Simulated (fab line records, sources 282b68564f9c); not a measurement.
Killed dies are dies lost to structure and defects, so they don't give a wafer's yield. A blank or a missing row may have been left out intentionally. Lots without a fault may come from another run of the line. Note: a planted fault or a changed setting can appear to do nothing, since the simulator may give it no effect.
Which of the tools did it? -- flow rit_cmos -- Sampling: 13 lots, 39 wafers, 2 of 202 route steps

WHAT THE GAUGES SHOWED, per wafer
No reading from a measuring or inspecting step in the record can be judged against a usual standard deviation.

EACH LOT AND THE TOOL THAT RAN IT (in order: tool; ch and the chambers of the sampled wafers; start)
lot,RIT_PLDD_EXPOSE_03,RIT_M1_PROBE_99
L753,"iline_stepper-02 ch 0, day 3 04:56","prober-02, day 3 19:23"
L754,"iline_stepper-02 ch 0, day 3 09:26","prober-01, day 4 00:49"
L756,"iline_stepper-01 ch 0, day 3 18:16","prober-01, day 4 08:31"
L758,"iline_stepper-01 ch 0, day 4 01:28","prober-01, day 4 16:09"
L759,"iline_stepper-02 ch 0, day 4 04:08","prober-02, day 4 18:52"
L762,"iline_stepper-01 ch 0, day 5 04:17","prober-01, day 5 18:32"
L763,"iline_stepper-02 ch 0, day 5 09:37","prober-02, day 6 00:05"
L764,"iline_stepper-02 ch 0, day 5 13:56","prober-01, day 6 04:22"
L767,"iline_stepper-02 ch 0, day 6 05:52","prober-02, day 6 21:46"
L769,"iline_stepper-01 ch 0, day 6 16:06","prober-02, day 7 07:16"
L770,"iline_stepper-02 ch 0, day 6 23:34","prober-01, day 7 14:31"
L775,"iline_stepper-01 ch 0, day 7 17:07","prober-02, day 8 07:51"
L776,"iline_stepper-02 ch 0, day 7 19:52","prober-01, day 8 10:22"
- RIT_PLDD_EXPOSE_03: exposes mask M8, target cd 40900 nm.
- RIT_M1_PROBE_99

WHAT THE TOOLS THEMSELVES READ (means of the sampled wafers that have a number; where no wafer has one, the mark that the record gives instead)
RIT_M1_PROBE_99.
lot,tool,killed_at_M0_to_M3,killed_at_contacts,killed_at_front_end,killed_dies,killed_on_rim,killed_open,killed_short
L753,prober-02,0.0,0.0,7,7,1.0,3.3,4.0
L754,prober-01,0.0,0.0,5,5,2.3,2.7,2.0
L756,prober-01,0.0,0.0,7,7,3.7,5.0,2.3
L758,prober-01,0.0,0.0,7,7,3.0,3.3,3.7
L759,prober-02,0.0,0.3,9,9,2.3,5.7,3.3
L762,prober-01,0.0,0.0,9,9,2.7,4.7,4.7
L763,prober-02,0.3,0.0,3,3,1.3,2.0,1.3
L764,prober-01,0.0,0.0,7,7,0.7,4.3,3.0
L767,prober-02,0.0,0.3,7,8,2.0,5.3,2.3
L769,prober-02,0.0,0.0,12,12,3.3,6.0,5.7
L770,prober-01,0.0,0.3,5,5,2.7,1.7,3.3
L775,prober-02,0.0,0.0,7,7,2.0,4.3,3.0
L776,prober-01,0.0,0.0,8,8,2.3,3.0,4.7

THE ANSWER, worked out from the rows above alone
Rule: what is usual is taken from the lots themselves. Put in order of their means at a reading, lots are off if they are a third of the lots or fewer, leave a main group of 4 or more, and stand apart from it by a gap of 3 or more times the standard deviation of the main group's means; of several such gaps the widest counts. The tables above print the reading to a certain number of digits; a main group whose means all agree to those digits is not used. Also off: a lot with no number at a reading for which 4 or more lots have one. Any other lot the step has rows for is counted as sound. The gauges are gone through in route order, then the tools' own readings, and for those a lot's mean is taken as printed above. The first step at which some lot is off is used, and at that step the reading that is off furthest; a lot without a number counts as furthest.
Nothing can be told from this: no lot is off at any reading shown.

WHAT THE SIMULATOR HAD PUT IN
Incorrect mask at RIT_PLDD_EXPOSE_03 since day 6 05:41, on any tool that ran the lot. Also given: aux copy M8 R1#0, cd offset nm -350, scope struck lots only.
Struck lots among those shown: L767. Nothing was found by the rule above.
